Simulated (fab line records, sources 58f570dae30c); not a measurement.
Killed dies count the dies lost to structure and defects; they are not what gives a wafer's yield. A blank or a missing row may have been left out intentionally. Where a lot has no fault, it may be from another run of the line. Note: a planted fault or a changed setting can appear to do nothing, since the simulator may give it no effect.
fab line records ; flow berkeleyCmos170 ; part 1 of 2: steps 1 to 26 of 37
[record] lots = 5; wafers = 15; lastDay = 12
route steps=331 shown GATE@129 PLDD@145 NLDD@158
lots with no fault: from the same line, run without faults
startH: hours from the record's first day to the start of the lot's first wafer shown ; waitH: hours from the lot's prior step to this one ; " repeats the value in the row above ; L1.1+2: several wafers, shown together as one row ; - value missing, or start not given ; * or withheld: withheld ; < > ~ a bound
route shown NAME@n: NAME is a module with steps in the file, n the number in the route of the first one ; usual: average and standard deviation across the fault-free wafers ; same: alike in all rows ; chamber/n: place in a boat ; sites: readings site by site ; _std_site: the standard deviation of these ; _edge_site: the outer-site mean with the inner-site mean subtracted ; radiusMm: for every site, how far away it sits from the centre of the wafer ; mask NAME#n: copy n ; behind: the most recent tool/chamber to have shaped the wafer ; hold: the reason the lot was held/the length of the hold in hours/how it ended ; device: transistor that didn't switch, given as n, p or np ; end of line: tests run on the same wafers once the route is complete ; for a step that has no rows: nothing shown but its recipe ; killed: dies that structure and defects cost at the first sort, which is not the same as the wafer's yield ; map: per-die view of a wafer (x killed, . not killed, _ where there is no die)
set.NAME: the setting that was run; set.NAME@STEP: the one run at that earlier step ; model.NAME: the simulator's own value behind a step, which no gauge read
certain route steps with their lots: each step a table, each wafer a row
services: the hour from which a tool's chamber was out of use, counted from the record's first day as startH (under 0 if before that day), plus the number of hours and why
[[steps]]
[step UCB170_GATE_ANNEAL_03]
[recipe] tempC = 900; timeS = 1800; ambient = N2
[usual] spikeTcLoadC = 925.9/2.2; spikeTcSourceC = 925.1/3
lot.wafer;tool;chamber;startH;waitH;spikeTcLoadC;spikeTcSourceC
L076.2;furnace-04;0;148.68;2.4;923.7;922.6
L076.4;furnace-04;0;148.68;2.4;924.8;921.0
L076.5;furnace-04;0;148.68;2.4;922.9;921.0
L077.1;furnace-04;0;148.68;2.5;923.1;922.9
L077.3;furnace-04;0;148.68;2.5;924.8;920.4
L077.4;furnace-04;0;148.68;2.5;925.3;921.5
L080.3;furnace-01;0;169.77;8.4;928.2;929.3
L080.4;furnace-01;0;169.77;8.4;928.4;929.1
L080.5;furnace-01;0;169.77;8.4;928.4;929.1
L093.1;furnace-04;0;233.82;4.1;925.9;921.7
L093.3;furnace-04;0;233.82;4.1;923.7;920.2
L093.5;furnace-04;0;233.82;4.1;925.2;921.3
L095.1;furnace-02;0;244.67;4.2;922.5;921.8
L095.2;furnace-02;0;244.67;4.2;921.1;922.0
L095.5;furnace-02;0;244.67;4.2;925.0;922.3
[step UCB170_GATE_CVD_04]
[recipe] material = poly-Si; tempC = 610; precursor = SiH4; timeS = 1440; pressureMtorr = 375; targetThkNm = 214; sih4FlowSccm = 120
[usual] spikeTcLoadC = 632.4/2.2; spikeTcSourceC = 629.2/1.3
lot.wafer;tool;chamber;startH;waitH;spikeTcLoadC;spikeTcSourceC
L076.2;lpcvd-02;1;150.18;0.0;633.6;627.0
L076.4;lpcvd-02;1;150.18;0.0;634.5;628.7
L076.5;lpcvd-02;1;150.18;0.0;634.4;628.6
L077.1;lpcvd-02;1;150.18;0.0;635.6;628.3
L077.3;lpcvd-02;1;150.18;0.0;635.2;628.5
L077.4;lpcvd-02;1;150.18;0.0;635.2;627.3
L080.3;lpcvd-01;1;172.44;1.2;632.7;628.9
L080.4;lpcvd-01;1;172.44;1.2;633.8;629.1
L080.5;lpcvd-01;1;172.44;1.2;633.1;629.4
L093.1;lpcvd-02;0;235.67;0.4;628.6;629.9
L093.3;lpcvd-02;0;235.67;0.4;629.0;630.9
L093.5;lpcvd-02;0;235.67;0.4;629.4;629.4
L095.1;lpcvd-02;0;246.17;0.0;629.1;628.9
L095.2;lpcvd-02;0;246.17;0.0;629.5;631.0
L095.5;lpcvd-02;0;246.17;0.0;629.2;629.4
[step UCB170_GATE_THK_MEAS_05]
[recipe] reads = poly-Si_of_GATE_CVD_04
[usual] GATE_POLY_THK = 215.4/1.8
lot.wafer;tool;chamber;startH;waitH;GATE_POLY_THK[nm]
L077.1;filmMetro-04;-;151.59;0.0;217.8
L077.3;filmMetro-04;-;151.59;0.0;217.4
L077.4;filmMetro-04;-;151.59;0.0;215.9
L076.2;filmMetro-02;-;151.60;0.0;215.7
L076.4;filmMetro-02;-;151.60;0.0;214.7
L076.5;filmMetro-02;-;151.60;0.0;216.3
L080.3;filmMetro-02;-;173.86;0.0;209.5
L080.4;filmMetro-02;-;173.86;0.0;211.5
L080.5;filmMetro-02;-;173.86;0.0;211.2
L093.1;filmMetro-04;-;237.07;0.0;216.5
L093.3;filmMetro-04;-;237.07;0.0;217.7
L093.5;filmMetro-04;-;237.07;0.0;216.1
L095.1;filmMetro-01;-;247.57;0.0;215.5
L095.2;filmMetro-01;-;247.57;0.0;215.6
L095.5;filmMetro-01;-;247.57;0.0;216.0
[step UCB170_GATE_COAT_06]
[recipe] resist = BARC; tempC = withheld; timeS = withheld; spinRpm = 3000; resistThkNm = withheld
[usual] resistLineTempC = *
lot.wafer;tool;chamber;startH;waitH;resistLineTempC
L077.1;lithoTrack-02;0;151.73;0.1;*
L077.3;lithoTrack-02;0;151.73;0.1;*
L077.4;lithoTrack-02;0;151.73;0.1;*
L076.2;lithoTrack-03;0;152.11;0.5;*
L076.4;lithoTrack-03;0;152.11;0.5;*
L076.5;lithoTrack-03;0;152.11;0.5;*
L080.3;lithoTrack-03;0;174.18;0.3;*
L080.4;lithoTrack-03;0;174.18;0.3;*
L080.5;lithoTrack-03;0;174.18;0.3;*
L093.1;lithoTrack-02;0;237.48;0.4;*
L093.3;lithoTrack-02;0;237.48;0.4;*
L093.5;lithoTrack-02;0;237.48;0.4;*
L095.1;lithoTrack-02;0;247.63;0.1;*
L095.2;lithoTrack-02;0;247.63;0.1;*
L095.5;lithoTrack-02;0;247.63;0.1;*
[step UCB170_GATE_COAT_07]
[recipe] resist = KrF; spinRpm = 1500; resistThkNm = 900
[usual] resistLineTempC = 22.99/0.093
lot.wafer;tool;chamber;startH;waitH;resistLineTempC
L077.1;lithoTrack-02;0;-;-;22.99
L077.3;lithoTrack-02;0;-;-;22.91
L077.4;lithoTrack-02;0;-;-;22.98
L076.2;lithoTrack-03;0;-;-;23.11
L076.4;lithoTrack-03;0;-;-;22.95
L076.5;lithoTrack-03;0;-;-;23.05
L080.3;lithoTrack-03;0;-;-;22.95
L080.4;lithoTrack-03;0;-;-;23.00
L080.5;lithoTrack-03;0;-;-;23.26
L093.1;lithoTrack-02;0;-;-;22.99
L093.3;lithoTrack-02;0;-;-;23.06
L093.5;lithoTrack-02;0;-;-;23.18
L095.1;lithoTrack-02;0;-;-;22.97
L095.2;lithoTrack-02;0;-;-;22.96
L095.5;lithoTrack-02;0;-;-;22.92
[step UCB170_GATE_SOFTBAKE_08]
[recipe] resist = KrF; tempC = 130; timeS = 60
[usual] resistLineTempC = 23.05/0.11
lot.wafer;tool;chamber;startH;waitH;resistLineTempC
L077.1;lithoTrack-02;0;-;-;22.96
L077.3;lithoTrack-02;0;-;-;23.01
L077.4;lithoTrack-02;0;-;-;23.19
L076.2;lithoTrack-03;0;-;-;23.13
L076.4;lithoTrack-03;0;-;-;23.10
L076.5;lithoTrack-03;0;-;-;23.15
L080.3;lithoTrack-03;0;-;-;23.01
L080.4;lithoTrack-03;0;-;-;22.88
L080.5;lithoTrack-03;0;-;-;23.02
L093.1;lithoTrack-02;0;-;-;22.88
L093.3;lithoTrack-02;0;-;-;22.99
L093.5;lithoTrack-02;0;-;-;23.10
L095.1;lithoTrack-02;0;-;-;23.03
L095.2;lithoTrack-02;0;-;-;23.19
L095.5;lithoTrack-02;0;-;-;23.03
[step UCB170_GATE_EXPOSE_09]
[recipe] maskId = POLY; targetCdNm = 350; na = 0.5; sigmaOuter = 0.6; sourceShape = conventional; doseMj = 21
lot.wafer;tool;chamber;startH;waitH;mask
L077.1+3+4;krfScanner-02;0;152.33;-;POLY#0
L076.2+4+5;krfScanner-02;0;152.56;-;POLY#0
L080.3+4+5;krfScanner-01;0;174.91;-;POLY#0
L093.1+3+5;krfScanner-02;0;237.93;-;POLY#0
L095.1+2+5;krfScanner-01;0;248.32;-;POLY#0
[step UCB170_GATE_PEB_10]
[recipe] pebTempC = 130; pebTimeS = withheld; resist = KrF
[usual] resistLineTempC = 22.98/0.09
lot.wafer;tool;chamber;startH;waitH;resistLineTempC
L077.1;lithoTrack-03;0;152.81;0.5;22.98
L077.3;lithoTrack-03;0;152.81;0.5;23.12
L077.4;lithoTrack-03;0;152.81;0.5;23.04
L076.2;lithoTrack-01;0;152.89;0.3;23.15
L076.4;lithoTrack-01;0;152.89;0.3;23.08
L076.5;lithoTrack-01;0;152.89;0.3;22.95
L080.3;lithoTrack-03;0;175.35;0.4;23.00
L080.4;lithoTrack-03;0;175.35;0.4;22.93
L080.5;lithoTrack-03;0;175.35;0.4;23.01
L093.1;lithoTrack-03;0;238.05;0.1;22.93
L093.3;lithoTrack-03;0;238.05;0.1;22.89
L093.5;lithoTrack-03;0;238.05;0.1;23.04
L095.1;lithoTrack-02;0;248.53;0.2;23.21
L095.2;lithoTrack-02;0;248.53;0.2;23.06
L095.5;lithoTrack-02;0;248.53;0.2;23.13
[step UCB170_GATE_DEVELOP_11]
[recipe] developer = TMAH; developTimeS = 45; resist = KrF; devTempC = 21
[usual] resistLineTempC = 23.01/0.11
lot.wafer;tool;chamber;startH;waitH;resistLineTempC
L077.1;lithoTrack-03;0;-;-;22.98
L077.3;lithoTrack-03;0;-;-;23.02
L077.4;lithoTrack-03;0;-;-;23.01
L076.2;lithoTrack-01;0;-;-;22.97
L076.4;lithoTrack-01;0;-;-;22.94
L076.5;lithoTrack-01;0;-;-;22.84
L080.3;lithoTrack-03;0;-;-;23.09
L080.4;lithoTrack-03;0;-;-;23.11
L080.5;lithoTrack-03;0;-;-;23.12
L093.1;lithoTrack-03;0;-;-;22.99
L093.3;lithoTrack-03;0;-;-;22.84
L093.5;lithoTrack-03;0;-;-;23.06
L095.1;lithoTrack-02;0;-;-;22.84
L095.2;lithoTrack-02;0;-;-;22.96
L095.5;lithoTrack-02;0;-;-;23.09
[step UCB170_GATE_CD_MEAS_12]
[recipe] targetCdNm = 350
[usual] cdNm = 349.6/1.6
lot.wafer;tool;chamber;startH;waitH;cdNm
L077.1;cdSem-02;-;153.09;-;349.1
L077.3;cdSem-02;-;153.09;-;348.3
L077.4;cdSem-02;-;153.09;-;349.2
L076.2;cdSem-01;-;153.16;-;348.0
L076.4;cdSem-01;-;153.16;-;348.3
L076.5;cdSem-01;-;153.16;-;348.3
L080.3;cdSem-02;-;175.62;-;347.8
L080.4;cdSem-02;-;175.62;-;349.4
L080.5;cdSem-02;-;175.62;-;348.7
L093.1;cdSem-02;-;238.33;-;348.3
L093.3;cdSem-02;-;238.33;-;349.0
L093.5;cdSem-02;-;238.33;-;348.7
L095.1;cdSem-01;-;248.86;-;353.9
L095.2;cdSem-01;-;248.86;-;353.4
L095.5;cdSem-01;-;248.86;-;353.5
[step UCB170_GATE_OVL_MEAS_13]
[usual] GATE_OVL = 1/4.9
lot.wafer;tool;chamber;startH;waitH;GATE_OVL[nm]
L077.1;overlay-02;-;153.21;0.1;-4
L077.3;overlay-02;-;153.21;0.1;2
L077.4;overlay-02;-;153.21;0.1;5
L076.2;overlay-02;-;153.29;0.1;1
L076.4;overlay-02;-;153.29;0.1;-3
L076.5;overlay-02;-;153.29;0.1;2
L080.3;overlay-02;-;175.71;0.1;3
L080.4;overlay-02;-;175.71;0.1;0
L080.5;overlay-02;-;175.71;0.1;2
L093.1;overlay-01;-;238.45;0.1;8
L093.3;overlay-01;-;238.45;0.1;1
L093.5;overlay-01;-;238.45;0.1;-2
L095.1;overlay-02;-;248.98;0.1;-2
L095.2;overlay-02;-;248.98;0.1;-1
L095.5;overlay-02;-;248.98;0.1;-4
[step UCB170_GATE_ETCH_14]
[recipe] chemistry = N2/H2; targetDepthA = withheld; overetchA = withheld; target = BARC; timeS = withheld; sourceW = 500; biasW = 100; pressureMtorr = 30; n2FlowSccm = 100; h2FlowSccm = 200
[usual] drypumpMotorCurrentA = 5.7/0.34; oesProductAu = 1.006/0.02; throttleValvePct = 13.32/0.17
lot.wafer;tool;chamber;startH;waitH;drypumpMotorCurrentA;oesProductAu;throttleValvePct
L077.1;rieDiel-02;0;153.24;0.0;5.8;0.981;13.31
L077.3;rieDiel-02;2;153.24;0.0;6.1;0.999;13.35
L077.4;rieDiel-02;3;153.24;0.0;5.8;0.992;13.04
L076.2;rieDiel-01;3;153.32;0.0;5.7;1.027;13.57
L076.4;rieDiel-01;2;153.32;0.0;5.5;1.017;13.37
L076.5;rieDiel-01;0;153.32;0.0;6.0;1.015;13.48
L080.3;rieDiel-01;3;175.73;0.0;5.7;1.024;13.58
L080.4;rieDiel-01;0;175.73;0.0;6.0;1.016;13.48
L080.5;rieDiel-01;1;175.73;0.0;5.6;1.041;13.34
L093.1;rieDiel-02;3;238.48;0.0;5.8;0.997;13.03
L093.3;rieDiel-02;1;238.48;0.0;5.1;0.986;13.07
L093.5;rieDiel-02;2;238.48;0.0;6.1;1.000;13.34
L095.1;rieDiel-01;3;249.02;0.0;5.7;1.023;13.54
L095.2;rieDiel-01;1;249.02;0.0;5.6;1.037;13.34
L095.5;rieDiel-01;3;249.02;0.0;5.7;1.031;13.58
[step UCB170_GATE_ETCH_15]
[recipe] chemistry = HBr/Cl2; target = poly-Si; stopOn = SiO2; overEtchFrac = 0.3; icpW = 300; biasW = 150; timeS = 56.3; pressureMtorr = 15; HBr_flow_sccm = 150; Cl2_flow_sccm = 50; targetDepthA = 2782
[usual] drypumpMotorCurrentA = 5.8/0.49; oesProductAu = 0.839/0.011; throttleValvePct = 26.56/0.15
lot.wafer;tool;chamber;startH;waitH;drypumpMotorCurrentA;oesProductAu;rfHoursCounterH;throttleValvePct
L077.1;rieSi-02;2;153.29;-;5.6;0.855;2;26.82
L077.3;rieSi-02;1;153.29;-;5.8;0.825;93;26.54
L077.4;rieSi-02;2;153.29;-;5.6;0.842;-;26.81
L076.2;rieSi-01;1;153.36;-;5.6;0.830;32;26.31
L076.4;rieSi-01;2;153.36;-;5.3;0.849;4;26.44
L076.5;rieSi-01;2;153.36;-;5.3;0.859;-;26.45
L080.3;rieSi-02;1;175.77;-;5.9;0.807;93;26.55
L080.4;rieSi-02;1;175.77;-;5.8;0.806;-;26.57
L080.5;rieSi-02;2;175.77;-;5.6;0.828;-;26.80
L093.1;rieSi-02;2;238.52;-;5.6;0.851;2;26.80
L093.3;rieSi-02;1;238.52;-;5.8;0.825;93;26.57
L093.5;rieSi-02;0;238.52;-;6.7;0.837;-;26.50
L095.1;rieSi-02;0;249.06;-;6.8;0.837;0;26.51
L095.2;rieSi-02;3;249.06;-;6.1;0.847;33;26.68
L095.5;rieSi-02;3;249.06;-;6.0;0.848;-;26.69
[step UCB170_GATE_STRIP_16]
[recipe] chemistry = O2; powerW = 400; pressureMtorr = 3500; platenTempC = withheld; o2FlowSccm = 400; overashFraction = 0.5
[usual] drypumpMotorCurrentA = 5.6/0.36; oesProductAu = 0.724/0.0045
lot.wafer;tool;chamber;startH;waitH;drypumpMotorCurrentA;oesProductAu;rfHoursCounterH
L077.1;plasmaAsher-04;1;153.33;0.0;5.5;0.727;5
L077.3;plasmaAsher-04;0;153.33;0.0;5.4;0.726;-
L077.4;plasmaAsher-04;1;153.33;0.0;5.5;0.722;-
L076.2;plasmaAsher-01;0;153.41;0.0;5.5;0.725;43
L076.4;plasmaAsher-01;0;153.41;0.0;5.5;0.722;-
L076.5;plasmaAsher-01;1;153.41;0.0;5.7;0.736;-
L080.3;plasmaAsher-04;1;175.85;0.1;5.6;0.726;-
L080.4;plasmaAsher-04;0;175.85;0.1;5.4;0.725;-
L080.5;plasmaAsher-04;1;175.85;0.1;5.6;0.728;-
L093.1;plasmaAsher-03;1;238.57;0.0;6.4;0.723;44
L093.3;plasmaAsher-03;0;238.57;0.0;5.2;0.720;-
L093.5;plasmaAsher-03;0;238.57;0.0;5.3;0.726;-
L095.1;plasmaAsher-01;1;249.11;0.0;5.7;0.726;52
L095.2;plasmaAsher-01;0;249.11;0.0;5.5;0.723;52
L095.5;plasmaAsher-01;0;249.11;0.0;5.5;0.725;-
[step UCB170_GATE_CD_MEAS_90]
[recipe] targetCdNm = 350
[usual] cdNm = 349.6/1.7
lot.wafer;tool;chamber;startH;waitH;cdNm
L077.1;cdSem-01;-;153.47;0.1;349.6
L077.3;cdSem-01;-;153.47;0.1;347.5
L077.4;cdSem-01;-;153.47;0.1;349.5
L076.2;cdSem-02;-;153.53;0.1;348.5
L076.4;cdSem-02;-;153.53;0.1;349.7
L076.5;cdSem-02;-;153.53;0.1;348.1
L080.3;cdSem-01;-;176.03;0.1;347.4
L080.4;cdSem-01;-;176.03;0.1;349.2
L080.5;cdSem-01;-;176.03;0.1;348.6
L093.1;cdSem-02;-;238.67;0.1;348.5
L093.3;cdSem-02;-;238.67;0.1;349.2
L093.5;cdSem-02;-;238.67;0.1;347.5
L095.1;cdSem-02;-;249.32;0.2;353.8
L095.2;cdSem-02;-;249.32;0.2;353.3
L095.5;cdSem-02;-;249.32;0.2;353.6
[step UCB170_GATE_CLEAN_17]
[recipe] chemistry = SPM; tempC = 120; timeS = 600
lot.wafer;tool;chamber;startH;waitH
L076.2+4+5;wetBench-01;0;153.71;0.2
L077.1+3+4;wetBench-01;2;153.71;0.2
L080.3+4+5;wetBench-04;2;176.11;0.1
L093.1+3+5;wetBench-01;0;238.79;0.1
L095.1+2+5;wetBench-01;2;249.44;0.1
[step UCB170_PLDD_HMDS_00]
[recipe] primeTimeS = 60; primeTempC = 100
[usual] resistLineTempC = 23.02/0.11
lot.wafer;tool;chamber;startH;waitH;resistLineTempC
L076.2;lithoTrack-03;0;155.01;0.9;23.01
L076.4;lithoTrack-03;0;155.01;0.9;22.90
L076.5;lithoTrack-03;0;155.01;0.9;22.98
L077.1;lithoTrack-04;0;155.14;1.0;23.05
L077.3;lithoTrack-04;0;155.14;1.0;23.19
L077.4;lithoTrack-04;0;155.14;1.0;23.11
L080.3;lithoTrack-03;0;176.98;0.7;22.88
L080.4;lithoTrack-03;0;176.98;0.7;23.00
L080.5;lithoTrack-03;0;176.98;0.7;23.01
L093.1;lithoTrack-04;0;238.97;0.0;22.83
L093.3;lithoTrack-04;0;238.97;0.0;22.86
L093.5;lithoTrack-04;0;238.97;0.0;23.05
L095.1;lithoTrack-03;0;249.65;0.0;23.09
L095.2;lithoTrack-03;0;249.65;0.0;23.04
L095.5;lithoTrack-03;0;249.65;0.0;22.92
[step UCB170_PLDD_COAT_01]
[recipe] resist = KrF; spinRpm = 1500; resistThkNm = 900
[usual] resistLineTempC = 22.99/0.097
lot.wafer;tool;chamber;startH;waitH;resistLineTempC
L076.2;lithoTrack-03;0;155.16;0.1;22.93
L076.4;lithoTrack-03;0;155.16;0.1;23.09
L076.5;lithoTrack-03;0;155.16;0.1;23.08
L077.1;lithoTrack-04;0;155.29;0.1;23.00
L077.3;lithoTrack-04;0;155.29;0.1;23.10
L077.4;lithoTrack-04;0;155.29;0.1;23.00
L080.3;lithoTrack-03;0;177.13;0.1;22.92
L080.4;lithoTrack-03;0;177.13;0.1;23.05
L080.5;lithoTrack-03;0;177.13;0.1;22.88
L093.1;lithoTrack-04;0;239.12;0.1;22.98
L093.3;lithoTrack-04;0;239.12;0.1;22.99
L093.5;lithoTrack-04;0;239.12;0.1;22.88
L095.1;lithoTrack-03;0;249.80;0.1;22.97
L095.2;lithoTrack-03;0;249.80;0.1;23.12
L095.5;lithoTrack-03;0;249.80;0.1;23.01
[step UCB170_PLDD_SOFTBAKE_02]
[recipe] resist = KrF; tempC = 130; timeS = 60
[usual] resistLineTempC = 23.01/0.1
lot.wafer;tool;chamber;startH;waitH;resistLineTempC
L076.2;lithoTrack-03;0;155.31;0.1;23.21
L076.4;lithoTrack-03;0;155.31;0.1;23.17
L076.5;lithoTrack-03;0;155.31;0.1;23.13
L077.1;lithoTrack-04;0;155.44;0.1;22.99
L077.3;lithoTrack-04;0;155.44;0.1;23.11
L077.4;lithoTrack-04;0;155.44;0.1;23.01
L080.3;lithoTrack-03;0;177.28;0.1;23.00
L080.4;lithoTrack-03;0;177.28;0.1;23.04
L080.5;lithoTrack-03;0;177.28;0.1;23.10
L093.1;lithoTrack-04;0;239.27;0.1;22.89
L093.3;lithoTrack-04;0;239.27;0.1;22.80
L093.5;lithoTrack-04;0;239.27;0.1;22.90
L095.1;lithoTrack-03;0;249.95;0.1;23.01
L095.2;lithoTrack-03;0;249.95;0.1;22.92
L095.5;lithoTrack-03;0;249.95;0.1;22.83
[step UCB170_PLDD_EXPOSE_03]
[recipe] maskId = PSELECT; na = 0.5; sigmaOuter = 0.6; sourceShape = conventional; targetCdNm = 1200; doseMj = 30
lot.wafer;tool;chamber;startH;waitH;mask
L076.2+4+5;krfScanner-02;0;155.58;0.2;PSELECT#0
L077.1+3+4;krfScanner-01;0;155.81;0.3;PSELECT#0
L080.3+4+5;krfScanner-02;0;177.54;0.2;PSELECT#0
L093.1+3+5;krfScanner-02;0;239.54;0.2;PSELECT#0
L095.1+2+5;krfScanner-02;0;250.46;0.5;PSELECT#0
[step UCB170_PLDD_PEB_04]
[recipe] pebTempC = 130; pebTimeS = withheld; resist = KrF
[usual] resistLineTempC = 23.01/0.094
lot.wafer;tool;chamber;startH;waitH;resistLineTempC
L076.2;lithoTrack-03;0;156.29;0.7;22.95
L076.4;lithoTrack-03;0;156.29;0.7;23.04
L076.5;lithoTrack-03;0;156.29;0.7;23.10
L077.1;lithoTrack-02;0;156.33;0.5;23.07
L077.3;lithoTrack-02;0;156.33;0.5;23.02
L077.4;lithoTrack-02;0;156.33;0.5;23.03
L080.3;lithoTrack-02;0;178.37;0.8;22.94
L080.4;lithoTrack-02;0;178.37;0.8;22.85
L080.5;lithoTrack-02;0;178.37;0.8;23.02
L093.1;lithoTrack-02;0;239.89;0.3;22.94
L093.3;lithoTrack-02;0;239.89;0.3;23.09
L093.5;lithoTrack-02;0;239.89;0.3;22.97
L095.1;lithoTrack-03;0;251.10;0.6;23.11
L095.2;lithoTrack-03;0;251.10;0.6;23.01
L095.5;lithoTrack-03;0;251.10;0.6;23.00
[step UCB170_PLDD_DEVELOP_05]
[recipe] developer = TMAH; developTimeS = 45; resist = KrF; devTempC = 21
[usual] resistLineTempC = 22.98/0.11
lot.wafer;tool;chamber;startH;waitH;resistLineTempC
L076.2;lithoTrack-03;0;-;-;22.83
L076.4;lithoTrack-03;0;-;-;22.92
L076.5;lithoTrack-03;0;-;-;22.92
L077.1;lithoTrack-02;0;-;-;22.92
L077.3;lithoTrack-02;0;-;-;23.04
L077.4;lithoTrack-02;0;-;-;23.16
L080.3;lithoTrack-02;0;-;-;22.97
L080.4;lithoTrack-02;0;-;-;22.91
L080.5;lithoTrack-02;0;-;-;22.86
L093.1;lithoTrack-02;0;-;-;22.89
L093.3;lithoTrack-02;0;-;-;22.97
L093.5;lithoTrack-02;0;-;-;22.99
L095.1;lithoTrack-03;0;-;-;23.05
L095.2;lithoTrack-03;0;-;-;22.83
L095.5;lithoTrack-03;0;-;-;23.10
[step UCB170_PLDD_CD_MEAS_06]
[recipe] targetCdNm = 1200
[usual] cdNm = 1200.2/1.3
lot.wafer;tool;chamber;startH;waitH;cdNm
L076.2;cdSem-01;-;156.56;-;1199.0
L076.4;cdSem-01;-;156.56;-;1199.5
L076.5;cdSem-01;-;156.56;-;1198.9
L077.1;cdSem-02;-;156.61;-;1198.0
L077.3;cdSem-02;-;156.61;-;1199.6
L077.4;cdSem-02;-;156.61;-;1199.9
L080.3;cdSem-01;-;178.64;-;1199.5
L080.4;cdSem-01;-;178.64;-;1200.9
L080.5;cdSem-01;-;178.64;-;1200.6
L093.1;cdSem-01;-;240.16;-;1200.0
L093.3;cdSem-01;-;240.16;-;1201.4
L093.5;cdSem-01;-;240.16;-;1200.4
L095.1;cdSem-01;-;251.37;-;1201.0
L095.2;cdSem-01;-;251.37;-;1200.9
L095.5;cdSem-01;-;251.37;-;1201.0
[step UCB170_PLDD_OVL_MEAS_07]
[usual] PLDD_OVL = 3/4.5
lot.wafer;tool;chamber;startH;waitH;PLDD_OVL[nm]
L076.2;overlay-02;-;156.66;0.1;3
L076.4;overlay-02;-;156.66;0.1;8
L076.5;overlay-02;-;156.66;0.1;5
L077.1;overlay-02;-;156.73;0.1;3
L077.3;overlay-02;-;156.73;0.1;-2
L077.4;overlay-02;-;156.73;0.1;-5
L080.3;overlay-02;-;178.73;0.1;-4
L080.4;overlay-02;-;178.73;0.1;0
L080.5;overlay-02;-;178.73;0.1;5
L093.1;overlay-01;-;240.28;0.1;1
L093.3;overlay-01;-;240.28;0.1;-2
L093.5;overlay-01;-;240.28;0.1;-2
L095.1;overlay-02;-;251.49;0.1;4
L095.2;overlay-02;-;251.49;0.1;-1
L095.5;overlay-02;-;251.49;0.1;1
[step UCB170_PLDD_IMPLANT_08]
[recipe] species = BF2; doseCm2 = 5e+13; energyKev = 10; tiltDeg = 7; rotationDeg = 0
[usual] beamOnS = 10.00/0.21
lot.wafer;tool;chamber;startH;waitH;beamOnS
L076.2;implanter-02;0;156.72;0.0;10.30
L076.4;implanter-02;0;156.72;0.0;9.64
L076.5;implanter-02;0;156.72;0.0;9.70
L077.1;implanter-04;0;156.76;0.0;10.04
L077.3;implanter-04;0;156.76;0.0;10.22
L077.4;implanter-04;0;156.76;0.0;10.19
L080.3;implanter-04;0;178.80;0.1;9.54
L080.4;implanter-04;0;178.80;0.1;9.99
L080.5;implanter-04;0;178.80;0.1;10.06
L093.1;implanter-02;0;240.32;0.0;9.50
L093.3;implanter-02;0;240.32;0.0;9.93
L093.5;implanter-02;0;240.32;0.0;10.09
L095.1;implanter-02;0;251.53;0.0;10.23
L095.2;implanter-02;0;251.53;0.0;10.11
L095.5;implanter-02;0;251.53;0.0;9.63
[step UCB170_PLDD_IMPLANT_09]
[recipe] species = BF2; doseCm2 = 5e+13; energyKev = 10; tiltDeg = 7; rotationDeg = 180
[usual] beamOnS = 9.98/0.19
lot.wafer;tool;chamber;startH;waitH;beamOnS
L076.2;implanter-02;0;156.87;0.1;9.94
L076.4;implanter-02;0;156.87;0.1;9.98
L076.5;implanter-02;0;156.87;0.1;10.12
L077.1;implanter-04;0;156.91;0.1;9.97
L077.3;implanter-04;0;156.91;0.1;10.11
L077.4;implanter-04;0;156.91;0.1;10.28
L080.3;implanter-04;0;178.95;0.1;10.00
L080.4;implanter-04;0;178.95;0.1;9.87
L080.5;implanter-04;0;178.95;0.1;9.70
L093.1;implanter-02;0;240.47;0.1;9.73
L093.3;implanter-02;0;240.47;0.1;10.10
L093.5;implanter-02;0;240.47;0.1;10.18
L095.1;implanter-02;0;251.68;0.1;10.27
L095.2;implanter-02;0;251.68;0.1;9.62
L095.5;implanter-02;0;251.68;0.1;9.88
